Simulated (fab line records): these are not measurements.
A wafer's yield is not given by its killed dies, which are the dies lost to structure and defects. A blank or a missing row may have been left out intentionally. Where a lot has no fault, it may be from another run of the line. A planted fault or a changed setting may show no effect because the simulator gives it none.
Problem report, 8D (eight disciplines) form, completed by code | flow berkeley_cmos170 | the parts of the form that need people (team, actions taken, sign-off) are left out

== 1. WHAT IS WRONG ==
Mean of oes_product_au at UCB170_M2_ETCH_17: 0.863 a.u. across 3 wafers in 2 lots; on wafers with no fault it is 1.006 a.u. (standard deviation 0.018). Relative to the usual mean, that is a shift of -7.9 standard deviations.
The step: etches BARC in N2/H2.
The first sign was on wafer L175.4 at day 9 14:38, on rie_diel-04. The record holds 39 wafers of 13 lots with a number at this step. The rule behind "out" and "out of limits": a value lying over 4 standard deviations away from the usual mean. Any other wafer with a number is counted as sound.

== 2. WHAT IT IS AND WHAT IT IS NOT ==
question                    | is                     | is not
which readings at this step | oes_product_au         | throttle_valve_pct
which lots                  | L174, L175             | L162, L163, L164, L165, L166, L167, L168, L169, L183, L184, L185
which wafers of those lots  | L174.3, L175.4, L175.6 | L174.4, L174.6, L175.5
read on which tools         | rie_diel-04            | rie_diel-01, rie_diel-03
when                        | from day 9 14:38       | up to then (25 sound wafers); but 11 sound wafers of L174, L183, L184, L185 came after

== 3. SUSPECTS, AND WHAT RULES EACH OUT ==
Counting: a tool at a process step up to the reading stays a suspect if it ran every lot that is out. Sound lots after the first of them don't rule it out here, since some wafers of a struck lot are sound.
- rie_diel-04 at UCB170_M2_ETCH_17 (etches BARC in N2/H2): kept. It processed each lot that is out (first: L175, day 9 14:38); up to then, its last sound lot is L168 (day 8 17:54). On those wafers its own readings are out: oes_product_au.
- Within rie_diel-04 at UCB170_M2_ETCH_17: the wafers that are out ran in chamber 3; their sound lot-mates ran in chambers 1, 2.
The count leaves rie_diel-04 at UCB170_M2_ETCH_17.

== 4. THE CAUSE (what the simulator had put in) ==
rie_diel-04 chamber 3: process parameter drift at UCB170_M2_ETCH_17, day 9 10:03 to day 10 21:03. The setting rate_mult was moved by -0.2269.
After counting, this tool was the only one left.

== 5. THE EFFECT CHAIN, in route order ==
Each row: a reading whose mean over the struck wafers that have a number lies more than 3 standard deviations from the usual. Only readings whose record carries a usual standard deviation are examined. hours: median over the lots of the time between each lot's start at the first step of this table that gives one and its start at this step. sigmas: the change, counted in usual standard deviations.
hours | step              | reading        | usual      | on struck wafers | change | sigmas
0     | UCB170_M2_ETCH_17 | oes_product_au | 1.006 a.u. | 0.863            | -0.143 | -7.9
Process steps it contains:
- UCB170_M2_ETCH_17: etches BARC in N2/H2.

== 6. HOW IT WOULD HAVE BEEN CAUGHT EARLIER ==
In this record no reading fell out of limits until day 9 14:38, 5 hours after the fault had begun at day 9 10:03.
